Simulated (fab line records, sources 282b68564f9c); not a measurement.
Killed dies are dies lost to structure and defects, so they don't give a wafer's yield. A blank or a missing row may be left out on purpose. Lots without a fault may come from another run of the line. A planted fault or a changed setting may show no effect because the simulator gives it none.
Tool commonality check | flow rit_cmos | 13 lots, 39 wafers sampled

WHY IT WAS OPENED
At RIT_GATE_CD_MEAS_16 the reading cd_nm is flagged on 1 of 13 lots. Wafers without a fault read 150.2 nm, standard deviation 2.6.
Rule: a lot is flagged when every wafer of it that has a number lies more than 4 standard deviations from that mean, or none has a number. The other lots count as sound.

lot  | measured    | on        | cd_nm (nm), wafer by wafer | flag
L935 | day 2 16:08 | cd_sem-02 | 146.4 147.6 147.8          |
L937 | day 3 01:36 | cd_sem-01 | 149.4 151.7 151.2          |
L939 | day 3 15:09 | cd_sem-02 | 158.4 155.6 154.8          |
L940 | day 3 17:27 | cd_sem-02 | 148.1 150.6 149.6          |
L943 | day 4 05:56 | cd_sem-02 | 146.8 147.0 149.8          |
L944 | day 4 16:08 | cd_sem-02 | 150.3 150.0 154.6          |
L946 | day 4 22:36 | cd_sem-01 | 129.2 127.5 129.1          | FLAGGED
L953 | day 7 00:29 | cd_sem-01 | 147.5 151.5 148.9          |
L954 | day 7 03:32 | cd_sem-01 | 145.0 145.8 146.5          |
L955 | day 7 03:51 | cd_sem-02 | 146.9 149.8 147.9          |
L956 | day 7 19:14 | cd_sem-02 | 152.7 150.2 151.4          |
L958 | day 7 22:28 | cd_sem-01 | 146.7 147.4 146.5          |
L957 | day 7 22:41 | cd_sem-02 | 152.2 154.0 153.3          |
The numbers of the flagged lots are 128.6 nm on average: -21.6 nm against the usual, or -8 standard deviations.

WHICH TOOL RAN EACH LOT
The record holds 1 process step before the reading, out of a route of 202 steps. In each cell: the tool, then ch and the chambers that the sampled wafers went through, then the start.
lot  | flag    | RIT_GATE_EXPOSE_13
L935 |         | iline_stepper-02 ch 0, day 2 15:44
L937 |         | iline_stepper-02 ch 0, day 3 01:11
L939 |         | iline_stepper-02 ch 0, day 3 14:40
L940 |         | iline_stepper-01 ch 0, day 3 17:03
L943 |         | iline_stepper-02 ch 0, day 4 05:32
L944 |         | iline_stepper-02 ch 0, day 4 15:44
L946 | FLAGGED | iline_stepper-02 ch 0, day 4 21:56
L953 |         | iline_stepper-01 ch 0, day 7 00:05
L954 |         | iline_stepper-01 ch 0, day 7 03:08
L955 |         | iline_stepper-02 ch 0, day 7 03:27
L956 |         | iline_stepper-02 ch 0, day 7 18:49
L958 |         | iline_stepper-01 ch 0, day 7 22:04
L957 |         | iline_stepper-02 ch 0, day 7 22:17
What these steps do:
- RIT_GATE_EXPOSE_13: exposes mask M6, target cd 150 nm.
- RIT_GATE_CD_MEAS_16: target cd 150 nm.

FLAGGED OVER TOTAL, TOOL BY TOOL (the gauges that took the reading come last)
step                | tool             | lots run | flagged | share of the flagged lots | sound lots run after its first flagged lot
RIT_GATE_EXPOSE_13  | iline_stepper-01 | 4        | 0       | none                      | -
RIT_GATE_EXPOSE_13  | iline_stepper-02 | 9        | 1       | all                       | 3 (L955,L956,L957)
RIT_GATE_CD_MEAS_16 | cd_sem-01        | 5        | 1       | all                       | 3 (L953,L954,L958)
RIT_GATE_CD_MEAS_16 | cd_sem-02        | 8        | 0       | none                      | -

WHAT THE TABLE ALLOWS
2 rows of the table ran every flagged lot: iline_stepper-02 at RIT_GATE_EXPOSE_13, cd_sem-01 at RIT_GATE_CD_MEAS_16.
- iline_stepper-02 at RIT_GATE_EXPOSE_13: 1 of its 9 lots flagged. Sound lots ran on it after the first flagged one (L955, L956, L957), which a lasting fault on the whole tool wouldn't allow.
- cd_sem-01 at RIT_GATE_CD_MEAS_16: 1 of its 5 lots flagged. Sound lots ran on it after the first flagged one (L953, L954, L958), which a lasting fault on the whole tool wouldn't allow.
No row of the table ran every flagged lot and no sound lot after the first.

WHAT THE SIMULATOR HAD PUT IN
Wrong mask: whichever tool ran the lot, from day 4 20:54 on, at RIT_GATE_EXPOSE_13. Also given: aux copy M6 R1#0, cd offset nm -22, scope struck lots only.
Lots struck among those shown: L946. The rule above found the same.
